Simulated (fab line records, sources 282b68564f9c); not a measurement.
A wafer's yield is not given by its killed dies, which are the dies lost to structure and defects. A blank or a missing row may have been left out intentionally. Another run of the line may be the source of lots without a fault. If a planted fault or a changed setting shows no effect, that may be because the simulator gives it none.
fab line records ; flow ritCmos
[record] lots = 7; wafers = 21; lastDay = 4
route steps=202 shown SPACER@127 NSD@131 PSD@142 SDANNEAL@153 PLDD@159 M1@202
lots with no fault: from the same line, run without faults
startH: the number of hours between the record's first day and the start of the first shown wafer of the lot ; waitH: time in hours since the lot's previous step ; " identical to the entry in the row above ; L1.1+2: several wafers, shown together as one row ; - no value, or no start was given ; * or withheld: withheld ; < > ~ a bound
route shown NAME@n: NAME is a module with steps in the file, n the number in the route of the first one ; usual: average and standard deviation across the fault-free wafers ; same: alike in all rows ; chamber/n: place in a boat ; sites: per-site readings ; _std_site: the values' standard deviation ; _edge_site: inner sites' mean taken away from outer sites' mean ; radiusMm: how far each site lies from the wafer's centre ; mask NAME#n: copy n ; behind: the last tool/chamber to shape the wafer ; hold: why the lot was held/for how many hours/how that ended ; device: which transistor (n, p or np) failed to switch ; end of line: the route-end tests of the same wafers ; a step given without rows: its recipe and nothing more ; killed: not the wafer's yield, but the dies lost to structure and defects at the first sort ; map: per-die view of a wafer (x killed, . not killed, _ where there is no die)
set.NAME: the run value of the setting; set.NAME@STEP: its run value at that earlier step ; model.NAME: the simulator's own value behind a step, which no gauge read
lots at some steps of the route; a table a step, a row a wafer
services: from which hour (startH, from the record's first day; less than 0 if before it) a tool's chamber was out of use, for how many hours, and why
[[steps]]
[step RIT_SPACER_CLEAN_02]
[recipe] chemistry = SC2; mix = 3:3:50; timeS = 600; tempC = 75; dry = n2Spin
[step RIT_SPACER_CVD_03]
[recipe] material = Si3N4; targetThkNm = 250; tempC = 810; precursor = SiH2Cl2/NH3; timeS = 3300; pressureMtorr = 300; sih2cl2FlowSccm = 60; nh3FlowSccm = 150
[step RIT_SPACER_THK_MEAS_04]
[recipe] reads = Si3N4_of_SPACER_CVD_03
[usual] SPACER_NITRIDE_THK = 250.0/2.8
lot.wafer;tool;chamber;startH;waitH;SPACER_NITRIDE_THK[nm]
L434.3;filmMetro-01;-;48.20;0.0;245.4
L434.5;filmMetro-01;-;48.20;0.0;246.6
L434.6;filmMetro-01;-;48.20;0.0;247.7
L435.1;filmMetro-02;-;57.86;0.0;252.0
L435.2;filmMetro-02;-;57.86;0.0;248.7
L435.5;filmMetro-02;-;57.86;0.0;251.5
L437.1;filmMetro-04;-;63.66;0.0;252.2
L437.3;filmMetro-04;-;63.66;0.0;251.8
L437.5;filmMetro-04;-;63.66;0.0;253.5
L438.2;filmMetro-02;-;71.25;0.0;248.5
L438.3;filmMetro-02;-;71.25;0.0;247.4
L438.4;filmMetro-02;-;71.25;0.0;251.2
L439.2;filmMetro-02;-;80.70;0.0;249.7
L439.3;filmMetro-02;-;80.70;0.0;249.9
L439.4;filmMetro-02;-;80.70;0.0;249.8
L440.1;filmMetro-04;-;82.96;0.0;252.2
L440.2;filmMetro-04;-;82.96;0.0;253.6
L440.4;filmMetro-04;-;82.96;0.0;253.7
L441.2;filmMetro-04;-;85.61;0.0;253.1
L441.5;filmMetro-04;-;85.61;0.0;251.6
L441.6;filmMetro-04;-;85.61;0.0;253.1
[step RIT_SPACER_ETCHBACK_05]
[recipe] targetDepthA = 2500; SF6_flow_sccm = 30; CHF3_flow_sccm = 30; target = Si3N4; chemistry = SF6/CHF3; pressureMtorr = 40; rfW = 250; timeS = 240; stopOn = SiO2
[usual] drypumpMotorCurrentA = 5.9/0.45; oesProductAu = 0.845/0.018; throttleValvePct = 10.26/0.15
lot.wafer;tool;chamber;startH;waitH;drypumpMotorCurrentA;oesProductAu;rfHoursCounterH;throttleValvePct
L434.3;rieDiel-04;0;48.24;0.0;6.2;0.836;7;10.37
L434.5;rieDiel-04;0;48.24;0.0;6.2;0.838;-;10.36
L434.6;rieDiel-04;1;48.24;0.0;5.7;0.808;-;10.22
L435.1;rieDiel-03;0;57.92;0.1;5.5;0.835;86;9.98
L435.2;rieDiel-03;1;57.92;0.1;5.8;0.854;98;10.39
L435.5;rieDiel-03;2;57.92;0.1;5.6;0.845;-;10.18
L437.1;rieDiel-02;3;63.72;0.1;5.5;0.825;81;10.17
L437.3;rieDiel-02;2;63.72;0.1;6.4;0.846;87;10.28
L437.5;rieDiel-02;3;63.72;0.1;5.5;0.823;-;10.17
L438.2;rieDiel-04;3;71.30;0.0;6.8;0.833;5;10.23
L438.3;rieDiel-04;1;71.30;0.0;5.7;0.816;159;10.20
L438.4;rieDiel-04;2;71.30;0.0;5.5;0.869;5;10.50
L439.2;rieDiel-02;3;80.75;0.0;5.5;0.809;82;10.17
L439.3;rieDiel-02;2;80.75;0.0;6.4;0.835;87;10.30
L439.4;rieDiel-02;1;80.75;0.0;5.7;0.843;67;10.39
L440.1;rieDiel-04;0;83.02;0.1;6.3;0.846;8;10.37
L440.2;rieDiel-04;2;83.02;0.1;5.5;0.876;6;10.50
L440.4;rieDiel-04;3;83.02;0.1;6.8;0.846;6;10.21
L441.2;rieDiel-03;0;85.66;0.0;5.5;0.832;86;10.00
L441.5;rieDiel-03;3;85.66;0.0;5.5;0.871;-;10.11
L441.6;rieDiel-03;0;85.66;0.0;5.5;0.838;-;9.98
[step RIT_NSD_HMDS_00]
[recipe] primeTimeS = 60; primeTempC = 140
[step RIT_NSD_COAT_01]
[recipe] resist = NOVOLAK; spinRpm = 3250; resistThkNm = 1000
[step RIT_NSD_SOFTBAKE_02]
[recipe] resist = NOVOLAK; tempC = 90; timeS = 60
[step RIT_NSD_EXPOSE_03]
[recipe] maskId = M9; na = 0.57; targetCdNm = 40700; doseMj = 250
[step RIT_NSD_PEB_04]
[recipe] resist = NOVOLAK; tempC = withheld; timeS = withheld
[step RIT_NSD_DEVELOP_05]
[recipe] resist = NOVOLAK; developTimeS = 50; devTempC = 23
[step RIT_NSD_OVL_MEAS_06]
[usual] NSD_OVL = 0.5/1.4
lot.wafer;tool;chamber;startH;waitH;NSD_OVL[nm]
L434.3;overlay-02;-;49.26;-;-0.7
L434.5;overlay-02;-;49.26;-;0.0
L434.6;overlay-02;-;49.26;-;-0.1
L435.1;overlay-01;-;59.05;-;2.5
L435.2;overlay-01;-;59.05;-;-0.2
L435.5;overlay-01;-;59.05;-;1.0
L437.1;overlay-01;-;64.85;-;-0.5
L437.3;overlay-01;-;64.85;-;0.3
L437.5;overlay-01;-;64.85;-;0.7
L438.2;overlay-01;-;72.54;-;1.5
L438.3;overlay-01;-;72.54;-;2.2
L438.4;overlay-01;-;72.54;-;2.9
L439.2;overlay-02;-;81.88;-;2.4
L439.3;overlay-02;-;81.88;-;-0.1
L439.4;overlay-02;-;81.88;-;-0.8
L440.1;overlay-01;-;84.02;-;-2.0
L440.2;overlay-01;-;84.02;-;-0.5
L440.4;overlay-01;-;84.02;-;-1.4
L441.2;overlay-01;-;86.67;-;0.1
L441.5;overlay-01;-;86.67;-;0.7
L441.6;overlay-01;-;86.67;-;0.5
[step RIT_NSD_HARDBAKE_07]
[recipe] resist = NOVOLAK; tempC = 140; timeS = 60
[step RIT_NSD_IMPLANT_08]
[recipe] species = P; energyKev = 25; doseCm2 = 1e+15; tiltDeg = 7
[usual] implantIonAmu = 31/0
lot.wafer;tool;chamber;startH;waitH;implantIonAmu;model.implant.rpNm;model.implant.drpNm
L434.3;implanter-04;0;49.48;0.1;31;33;14.84
L434.5;implanter-04;0;49.48;0.1;31;33;14.84
L434.6;implanter-04;0;49.48;0.1;31;33;14.84
L435.1;implanter-04;0;59.23;0.1;31;32.79;14.84
L435.2;implanter-04;0;59.23;0.1;31;32.79;14.84
L435.5;implanter-04;0;59.23;0.1;31;32.79;14.84
L437.1;implanter-04;0;65.04;0.1;31;31.95;14.84
L437.3;implanter-04;0;65.04;0.1;31;31.95;14.84
L437.5;implanter-04;0;65.04;0.1;31;31.95;14.84
L438.2;implanter-04;0;72.75;0.1;31;32.17;14.84
L438.3;implanter-04;0;72.75;0.1;31;32.17;14.84
L438.4;implanter-04;0;72.75;0.1;31;32.17;14.84
L439.2;implanter-04;0;82.08;0.1;75;18.55;8.431
L439.3;implanter-04;0;82.08;0.1;75;18.55;8.431
L439.4;implanter-04;0;82.08;0.1;75;18.55;8.431
L440.1;implanter-04;0;84.20;0.1;75;18.55;8.431
L440.2;implanter-04;0;84.20;0.1;75;18.55;8.431
L440.4;implanter-04;0;84.20;0.1;75;18.55;8.431
L441.2;implanter-01;0;86.93;0.1;75;19.06;8.431
L441.5;implanter-01;0;86.93;0.1;75;19.06;8.431
L441.6;implanter-01;0;86.93;0.1;75;19.06;8.431
[step RIT_NSD_STRIP_09]
[recipe] chemistry = O2; timeS = 180; resist = NOVOLAK; platenTempC = withheld; powerW = 500; pressureMtorr = 4000; o2FlowSccm = 4000
[usual] drypumpMotorCurrentA = 5.61/0.2
lot.wafer;tool;chamber;startH;waitH;drypumpMotorCurrentA;rfHoursCounterH
L434.3;plasmaAsher-02;1;49.64;0.1;5.47;-
L434.5;plasmaAsher-02;1;49.64;0.1;5.47;-
L434.6;plasmaAsher-02;0;49.64;0.1;5.92;-
L435.1;plasmaAsher-04;0;59.38;0.1;5.78;42
L435.2;plasmaAsher-04;1;59.38;0.1;5.39;42
L435.5;plasmaAsher-04;0;59.38;0.1;5.79;-
L437.1;plasmaAsher-02;1;65.19;0.1;5.46;41
L437.3;plasmaAsher-02;1;65.19;0.1;5.49;-
L437.5;plasmaAsher-02;1;65.19;0.1;5.47;-
L438.2;plasmaAsher-02;0;72.87;0.1;5.92;42
L438.3;plasmaAsher-02;0;72.87;0.1;5.88;-
L438.4;plasmaAsher-02;1;72.87;0.1;5.48;-
L439.2;plasmaAsher-01;0;82.21;0.1;5.39;27
L439.3;plasmaAsher-01;0;82.21;0.1;5.40;-
L439.4;plasmaAsher-01;1;82.21;0.1;5.83;-
L440.1;plasmaAsher-01;1;84.35;0.1;5.84;28
L440.2;plasmaAsher-01;0;84.35;0.1;5.42;28
L440.4;plasmaAsher-01;1;84.35;0.1;5.83;-
L441.2;plasmaAsher-01;1;87.06;0.1;5.84;28
L441.5;plasmaAsher-01;1;87.06;0.1;5.85;-
L441.6;plasmaAsher-01;0;87.06;0.1;5.39;-
[step RIT_NSD_TW_MEAS_10]
[usual] NSD_TW = 3147/35
lot.wafer;tool;chamber;startH;waitH;NSD_TW
L434.3;filmMetro-03;-;49.77;0.1;3208
L434.5;filmMetro-03;-;49.77;0.1;3194
L434.6;filmMetro-03;-;49.77;0.1;3175
L435.1;filmMetro-02;-;59.56;0.1;3120
L435.2;filmMetro-02;-;59.56;0.1;3130
L435.5;filmMetro-02;-;59.56;0.1;3130
L437.1;filmMetro-02;-;65.36;0.1;3135
L437.3;filmMetro-02;-;65.36;0.1;3133
L437.5;filmMetro-02;-;65.36;0.1;3134
L438.2;filmMetro-02;-;73.06;0.1;3141
L438.3;filmMetro-02;-;73.06;0.1;3142
L438.4;filmMetro-02;-;73.06;0.1;3137
L439.2;filmMetro-02;-;82.39;0.1;3197
L439.3;filmMetro-02;-;82.39;0.1;3198
L439.4;filmMetro-02;-;82.39;0.1;3194
L440.1;filmMetro-02;-;84.53;0.1;3189
L440.2;filmMetro-02;-;84.53;0.1;3184
L440.4;filmMetro-02;-;84.53;0.1;3199
L441.2;filmMetro-02;-;87.24;0.1;3185
L441.5;filmMetro-02;-;87.24;0.1;3189
L441.6;filmMetro-02;-;87.24;0.1;3184
[step RIT_PSD_HMDS_00]
[recipe] primeTimeS = 60; primeTempC = 140
[step RIT_PSD_COAT_01]
[recipe] resist = NOVOLAK; spinRpm = 3250; resistThkNm = 1000
[step RIT_PSD_SOFTBAKE_02]
[recipe] resist = NOVOLAK; tempC = 90; timeS = 60
[step RIT_PSD_EXPOSE_03]
[recipe] maskId = M10; na = 0.57; targetCdNm = 40900; doseMj = 250
[step RIT_PSD_PEB_04]
[recipe] resist = NOVOLAK; tempC = withheld; timeS = withheld
[step RIT_PSD_DEVELOP_05]
[recipe] resist = NOVOLAK; developTimeS = 50; devTempC = 23
[step RIT_PSD_OVL_MEAS_06]
[usual] PSD_OVL = -0.5/1.4
lot.wafer;tool;chamber;startH;waitH;PSD_OVL[nm]
L434.3;overlay-01;-;50.81;-;-2.8
L434.5;overlay-01;-;50.81;-;-1.0
L434.6;overlay-01;-;50.81;-;-0.6
L435.1;overlay-02;-;60.47;-;-2.4
L435.2;overlay-02;-;60.47;-;-3.0
L435.5;overlay-02;-;60.47;-;-1.6
L437.1;overlay-02;-;66.50;-;0.5
L437.3;overlay-02;-;66.50;-;-1.0
L437.5;overlay-02;-;66.50;-;0.9
L438.2;overlay-01;-;73.96;-;-1.7
L438.3;overlay-01;-;73.96;-;-0.7
L438.4;overlay-01;-;73.96;-;-2.1
L439.2;overlay-02;-;83.30;-;1.5
L439.3;overlay-02;-;83.30;-;0.2
L439.4;overlay-02;-;83.30;-;1.6
L440.1;overlay-02;-;85.44;-;0.0
L440.2;overlay-02;-;85.44;-;-0.2
L440.4;overlay-02;-;85.44;-;0.8
L441.2;overlay-02;-;88.28;-;-1.9
L441.5;overlay-02;-;88.28;-;2.0
L441.6;overlay-02;-;88.28;-;0.4
[step RIT_PSD_HARDBAKE_07]
[recipe] resist = NOVOLAK; tempC = 140; timeS = 60
[step RIT_PSD_IMPLANT_08]
[recipe] species = BF2; energyKev = 27; doseCm2 = 5e+15; tiltDeg = 7
[step RIT_PSD_STRIP_09]
[recipe] chemistry = O2; timeS = 180; resist = NOVOLAK; platenTempC = withheld; powerW = 500; pressureMtorr = 4000; o2FlowSccm = 4000
[usual] drypumpMotorCurrentA = 5.8/0.42
lot.wafer;tool;chamber;startH;waitH;drypumpMotorCurrentA;rfHoursCounterH
L434.3;plasmaAsher-01;0;51.19;0.1;5.4;-
L434.5;plasmaAsher-01;1;51.19;0.1;5.8;-
L434.6;plasmaAsher-01;0;51.19;0.1;5.5;-
L435.1;plasmaAsher-01;1;60.80;0.1;5.8;25
L435.2;plasmaAsher-01;0;60.80;0.1;5.4;25
L435.5;plasmaAsher-01;1;60.80;0.1;5.8;-
L437.1;plasmaAsher-04;0;66.96;0.1;5.8;43
L437.3;plasmaAsher-04;0;66.96;0.1;5.8;-
L437.5;plasmaAsher-04;0;66.96;0.1;5.8;-
L438.2;plasmaAsher-01;0;74.29;0.1;5.4;27
L438.3;plasmaAsher-01;0;74.29;0.1;5.4;-
L438.4;plasmaAsher-01;1;74.29;0.1;5.8;-
L439.2;plasmaAsher-03;1;83.63;0.1;6.8;44
L439.3;plasmaAsher-03;1;83.63;0.1;6.8;-
L439.4;plasmaAsher-03;0;83.63;0.1;6.0;-
L440.1;plasmaAsher-04;0;85.78;0.1;5.8;45
L440.2;plasmaAsher-04;1;85.78;0.1;5.4;45
L440.4;plasmaAsher-04;0;85.78;0.1;5.8;-
L441.2;plasmaAsher-01;1;88.82;0.1;5.8;28
L441.5;plasmaAsher-01;0;88.82;0.1;5.4;-
L441.6;plasmaAsher-01;1;88.82;0.1;5.8;-
[step RIT_PSD_TW_MEAS_10]
[usual] PSD_TW = 3453/36
lot.wafer;tool;chamber;startH;waitH;PSD_TW
L434.3;filmMetro-01;-;51.32;0.1;3437
L434.5;filmMetro-01;-;51.32;0.1;3434
L434.6;filmMetro-01;-;51.32;0.1;3439
L435.1;filmMetro-01;-;60.98;0.1;3428
L435.2;filmMetro-01;-;60.98;0.1;3428
L435.5;filmMetro-01;-;60.98;0.1;3438
L437.1;filmMetro-02;-;67.13;0.1;3438
L437.3;filmMetro-02;-;67.13;0.1;3433
L437.5;filmMetro-02;-;67.13;0.1;3457
L438.2;filmMetro-02;-;74.48;0.1;3433
L438.3;filmMetro-02;-;74.48;0.1;3443
L438.4;filmMetro-02;-;74.48;0.1;3454
L439.2;filmMetro-02;-;83.82;0.1;3463
L439.3;filmMetro-02;-;83.82;0.1;3477
L439.4;filmMetro-02;-;83.82;0.1;3470
L440.1;filmMetro-02;-;85.95;0.1;3436
L440.2;filmMetro-02;-;85.95;0.1;3437
L440.4;filmMetro-02;-;85.95;0.1;3444
L441.2;filmMetro-01;-;89.01;0.1;3454
L441.5;filmMetro-01;-;89.01;0.1;3436
L441.6;filmMetro-01;-;89.01;0.1;3460
[step RIT_SDANNEAL_CLEAN_00]
[recipe] chemistry = SC1; mix = 3:3:50; timeS = 600; tempC = 75
[step RIT_SDANNEAL_CLEAN_01]
[recipe] chemistry = dHF; dilution = 50:1; timeS = 30
[step RIT_SDANNEAL_CLEAN_02]
[recipe] chemistry = SC2; mix = 3:3:50; timeS = 600; tempC = 75; dry = n2Spin
[step RIT_SDANNEAL_RTA_03]
[recipe] tempC = 1050; timeS = 5; idleTempC = 600; rampUpCPerS = 342; rampDownCPerS = 171; coolToC = 600; ambient = N2
[usual] wafer_temp_C_max = 1053.5/1.2
lot.wafer;tool;chamber;startH;waitH;wafer_temp_C_max
L434.3;rtpAnneal-02;0;51.75;0.0;1052.4
L434.5;rtpAnneal-02;0;51.75;0.0;1052.6
L434.6;rtpAnneal-02;0;51.75;0.0;1052.9
L435.1;rtpAnneal-01;0;61.40;0.0;1055.2
L435.2;rtpAnneal-01;0;61.40;0.0;1054.1
L435.5;rtpAnneal-01;0;61.40;0.0;1054.9
L437.1;rtpAnneal-01;0;67.56;0.0;1053.1
L437.3;rtpAnneal-01;0;67.56;0.0;1055.1
L437.5;rtpAnneal-01;0;67.56;0.0;1054.4
L438.2;rtpAnneal-02;0;74.90;0.0;1054.8
L438.3;rtpAnneal-02;0;74.90;0.0;1053.4
L438.4;rtpAnneal-02;0;74.90;0.0;1053.7
L439.2;rtpAnneal-01;0;84.27;0.0;1050.2
L439.3;rtpAnneal-01;0;84.27;0.0;1052.7
L439.4;rtpAnneal-01;0;84.27;0.0;1054.8
L440.1;rtpAnneal-02;0;86.41;0.0;1053.1
L440.2;rtpAnneal-02;0;86.41;0.0;1051.6
L440.4;rtpAnneal-02;0;86.41;0.0;1052.9
L441.2;rtpAnneal-01;0;89.43;0.0;1051.4
L441.5;rtpAnneal-01;0;89.43;0.0;1053.8
L441.6;rtpAnneal-01;0;89.43;0.0;1055.3
[step RIT_SDANNEAL_RS_MEAS_04]
[recipe] thkMeasGauge = four-point-probe
[usual] PSD_RS = 115.76/0.29
lot.wafer;tool;chamber;startH;waitH;PSD_RS[ohm/sq]
L434.3;filmMetro-01;-;51.83;0.1;115.14
L434.5;filmMetro-01;-;51.83;0.1;115.70
L434.6;filmMetro-01;-;51.83;0.1;115.51
L435.1;filmMetro-03;-;61.46;0.0;115.93
L435.2;filmMetro-03;-;61.46;0.0;115.71
L435.5;filmMetro-03;-;61.46;0.0;115.83
L437.1;filmMetro-02;-;67.62;0.0;116.16
L437.3;filmMetro-02;-;67.62;0.0;115.69
L437.5;filmMetro-02;-;67.62;0.0;116.04
L438.2;filmMetro-01;-;74.97;0.1;115.63
L438.3;filmMetro-01;-;74.97;0.1;115.73
L438.4;filmMetro-01;-;74.97;0.1;115.70
L439.2;filmMetro-01;-;84.34;0.1;115.87
L439.3;filmMetro-01;-;84.34;0.1;115.44
L439.4;filmMetro-01;-;84.34;0.1;115.62
L440.1;filmMetro-01;-;86.47;0.0;116.13
L440.2;filmMetro-01;-;86.47;0.0;115.72
L440.4;filmMetro-01;-;86.47;0.0;115.76
L441.2;filmMetro-03;-;89.50;0.1;116.19
L441.5;filmMetro-03;-;89.50;0.1;116.01
L441.6;filmMetro-03;-;89.50;0.1;116.11
[step RIT_SDANNEAL_RS_MEAS_05]
[recipe] thkMeasGauge = four-point-probe
[usual] NSD_RS = 84.54/0.28
lot.wafer;tool;chamber;startH;waitH;NSD_RS[ohm/sq]
L434.3;filmMetro-01;-;51.95;0.1;84.86
L434.5;filmMetro-01;-;51.95;0.1;84.96
L434.6;filmMetro-01;-;51.95;0.1;84.42
L435.1;filmMetro-03;-;61.58;0.1;84.81
L435.2;filmMetro-03;-;61.58;0.1;84.81
L435.5;filmMetro-03;-;61.58;0.1;84.63
L437.1;filmMetro-02;-;67.74;0.1;83.81
L437.3;filmMetro-02;-;67.74;0.1;84.20
L437.5;filmMetro-02;-;67.74;0.1;83.99
L438.2;filmMetro-01;-;75.09;0.1;84.68
L438.3;filmMetro-01;-;75.09;0.1;84.25
L438.4;filmMetro-01;-;75.09;0.1;84.51
L439.2;filmMetro-01;-;84.46;0.1;127.01
L439.3;filmMetro-01;-;84.46;0.1;126.74
L439.4;filmMetro-01;-;84.46;0.1;126.84
L440.1;filmMetro-01;-;86.59;0.1;126.16
L440.2;filmMetro-01;-;86.59;0.1;126.22
L440.4;filmMetro-01;-;86.59;0.1;126.21
L441.2;filmMetro-03;-;89.62;0.1;127.01
L441.5;filmMetro-03;-;89.62;0.1;126.71
L441.6;filmMetro-03;-;89.62;0.1;126.32
[step RIT_SDANNEAL_RS_MEAS_06]
[recipe] thkMeasGauge = four-point-probe
[usual] PLDD_RS = 178.4/0.45
lot.wafer;tool;chamber;startH;waitH;PLDD_RS[ohm/sq]
L434.3;filmMetro-01;-;52.07;0.1;177.5
L434.5;filmMetro-01;-;52.07;0.1;178.3
L434.6;filmMetro-01;-;52.07;0.1;177.8
L435.1;filmMetro-03;-;61.70;0.1;178.5
L435.2;filmMetro-03;-;61.70;0.1;178.5
L435.5;filmMetro-03;-;61.70;0.1;178.2
L437.1;filmMetro-02;-;67.86;0.1;178.6
L437.3;filmMetro-02;-;67.86;0.1;178.2
L437.5;filmMetro-02;-;67.86;0.1;178.0
L438.2;filmMetro-01;-;75.21;0.1;178.6
L438.3;filmMetro-01;-;75.21;0.1;178.8
L438.4;filmMetro-01;-;75.21;0.1;178.6
L439.2;filmMetro-01;-;84.58;0.1;178.3
L439.3;filmMetro-01;-;84.58;0.1;178.2
L439.4;filmMetro-01;-;84.58;0.1;179.0
L440.1;filmMetro-01;-;86.71;0.1;178.8
L440.2;filmMetro-01;-;86.71;0.1;179.3
L440.4;filmMetro-01;-;86.71;0.1;179.5
L441.2;filmMetro-03;-;89.74;0.1;178.2
L441.5;filmMetro-03;-;89.74;0.1;178.3
L441.6;filmMetro-03;-;89.74;0.1;178.0
[step RIT_M1_PROBE_99]
[usual] killedAtContacts = 0.1/0.3; killedAtFrontEnd = 7/3.1; killedDies = 7/3.1; killedOpen = 3.8/2.3; killedShort = 3.2/1.9
[same] grossDies = 264; killed_at_M0_to_M3 = 0; killed_at_M4_up = 0; killedAtBackSide = 0; killedAtOther = 0
lot.wafer;tool;chamber;startH;waitH;killedAtContacts;killedAtFrontEnd;killedDies;killedOpen;killedShort
L434.3;prober-01;-;59.96;0.2;0;12;12;8;4
L434.5;prober-01;-;60.06;0.2;0;14;14;7;7
L434.6;prober-01;-;60.11;0.2;0;13;13;4;9
L435.1;prober-02;-;69.11;0.1;0;10;10;5;5
L435.2;prober-02;-;69.16;0.1;0;7;7;3;4
L435.5;prober-02;-;69.31;0.2;0;4;4;1;3
L437.1;prober-02;-;75.48;0.1;0;5;5;3;2
L437.3;prober-02;-;75.58;0.2;0;4;4;2;2
L437.5;prober-02;-;75.68;0.2;0;3;3;1;2
L438.2;prober-01;-;82.81;0.1;0;6;6;4;2
L438.3;prober-01;-;82.86;0.2;1;2;3;2;1
L438.4;prober-01;-;82.91;0.2;0;5;5;3;2
L439.2;prober-02;-;91.80;0.1;0;3;3;2;1
L439.3;prober-02;-;91.85;0.2;0;4;4;3;1
L439.4;prober-02;-;91.90;0.2;0;8;8;5;3
L440.1;prober-01;-;94.47;0.1;2;3;5;2;3
L440.2;prober-01;-;94.52;0.1;0;9;9;5;4
L440.4;prober-01;-;94.62;0.2;0;3;3;0;3
L441.2;prober-02;-;96.96;0.1;0;4;4;2;2
L441.5;prober-02;-;97.11;0.2;0;6;6;2;4
L441.6;prober-02;-;97.16;0.2;0;9;9;6;3
// killed by level:class
L434.3 GATE:geometricParticle:open=3 SPACER:geometricParticle:open=3 FOX1:geometricParticle:open=1 FOX1:geometricParticle:short=1 FOX2:geometricParticle:open=1 GATE:geometricParticle:short=1 SPACER:geometricParticle:short=1 SILICIDE:geometricParticle:short=1
L434.5 SILICIDE:geometricParticle:short=4 FOX1:geometricParticle:open=2 GATE:geometricParticle:short=2 GATE:geometricParticle:open=2 SILICIDE:geometricParticle:open=2 REOX:geometricParticle:open=1 SPACER:geometricParticle:short=1
L434.6 GATE:geometricParticle:short=4 FOX1:geometricParticle:short=2 FOX1:geometricParticle:open=2 SILICIDE:geometricParticle:short=2 GATE:geometricParticle:open=1 REOX:geometricParticle:short=1 SILICIDE:geometricParticle:open=1
L435.1 GATE:geometricParticle:open=4 GATE:geometricParticle:short=2 SPACER:geometricParticle:short=2 FOX1:geometricParticle:short=1 REOX:geometricParticle:open=1
L435.2 GATE:geometricParticle:open=3 GATE:geometricParticle:short=2 SPACER:geometricParticle:short=2
L435.5 REOX:geometricParticle:short=2 SPACER:geometricParticle:short=1 SPACER:geometricParticle:open=1
L437.1 GATE:geometricParticle:open=2 FOX1:geometricParticle:short=1 SPACER:geometricParticle:short=1 SILICIDE:geometricParticle:open=1
L437.3 FOX2:geometricParticle:short=1 GATE:geometricParticle:open=1 REOX:geometricParticle:short=1 SILICIDE:geometricParticle:open=1
L437.5 REOX:geometricParticle:short=1 SPACER:geometricParticle:short=1 SILICIDE:geometricParticle:open=1
L438.2 GATE:geometricParticle:open=2 FOX1:geometricParticle:open=1 GATE:geometricParticle:short=1 REOX:geometricParticle:short=1 SPACER:geometricParticle:open=1
L438.3 GATE:geometricParticle:open=1 REOX:geometricParticle:short=1 CONTACT:geometricParticle:open=1
L438.4 ACTIVE:geometricParticle:open=1 GATE:geometricParticle:open=1 GATE:geometricParticle:short=1 SPACER:geometricParticle:open=1 SPACER:geometricParticle:short=1
L439.2 FOX1:geometricParticle:open=1 GATE:geometricParticle:open=1 REOX:geometricParticle:short=1
L439.3 GATE:geometricParticle:open=2 FOX1:geometricParticle:short=1 FOX1:geometricParticle:open=1
L439.4 REOX:geometricParticle:open=3 FOX1:geometricParticle:short=1 GATE:geometricParticle:open=1 REOX:geometricParticle:short=1 SILICIDE:geometricParticle:open=1 SILICIDE:geometricParticle:short=1
L440.1 REOX:geometricParticle:open=1 REOX:geometricParticle:short=1 SPACER:geometricParticle:short=1 CONTACT:geometricParticle:open=1 CONTACT:geometricParticle:short=1
L440.2 GATE:geometricParticle:short=2 GATE:geometricParticle:open=2 FOX1:geometricParticle:open=1 FOX2:geometricParticle:short=1 FOX2:geometricParticle:open=1 SILICIDE:geometricParticle:open=1 SILICIDE:geometricParticle:short=1
L440.4 SILICIDE:geometricParticle:short=2 FOX1:geometricParticle:short=1
L441.2 FOX1:geometricParticle:short=2 SPACER:geometricParticle:open=1 SILICIDE:geometricParticle:open=1
L441.5 SPACER:geometricParticle:short=3 GATE:geometricParticle:open=1 REOX:geometricParticle:open=1 SILICIDE:geometricParticle:short=1
L441.6 GATE:geometricParticle:open=3 SPACER:geometricParticle:open=2 GATE:geometricParticle:short=1 SPACER:geometricParticle:short=1 SILICIDE:geometricParticle:short=1 SILICIDE:geometricParticle:open=1
[[services]]
tool;chamber;startH;hours;kind
rieDiel-02;-;26.10;2.8;pm
rieDiel-04;-;30.20;2.8;pm
rieDiel-02;-;37.50;0.2;repair
implanter-01;-;48.89;1.2;repair
plasmaAsher-02;-;74.68;1.6;repair
[[key]]
[firstSign] step = RIT_NSD_IMPLANT_08; reading = implantIonAmu; direction = up; sigmas = 99+; usual = 31; struck = 75
[effect] step = RIT_NSD_TW_MEAS_10; reading = NSD_TW; direction = up; sigmas = 1.2; usual = 3147; struck = 3191
[effect] step = RIT_SDANNEAL_RS_MEAS_05; reading = NSD_RS; direction = up; sigmas = 99+; usual = 84.54; struck = 126.58
[modelEffect] step = RIT_NSD_IMPLANT_08; value = implant.rpNm; without = 32.49; struck = 18.72
metAt RIT_NSD_IMPLANT_08
struckWafers L439.2,L439.3,L439.4,L440.1,L440.2,L440.4,L441.2,L441.5,L441.6
testerLeftOut L439,L440,L441
onsetBetween 72.75 82.08
[fault] kind = wrongRecipeDownload; tool = implanter-01,implanter-02,implanter-04; chamber = -; onsetH = 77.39; steps = RIT_NSD_IMPLANT_08; wrongRecipe.notListed = 1
// testerLeftOut: of these lots the tester's yield and bins aren't shown, on N5 and GAA mostly nor the transistor test; their killed dies are dies lost to structure and defects alone, not to doping, threshold or leakage, so they don't give the yield
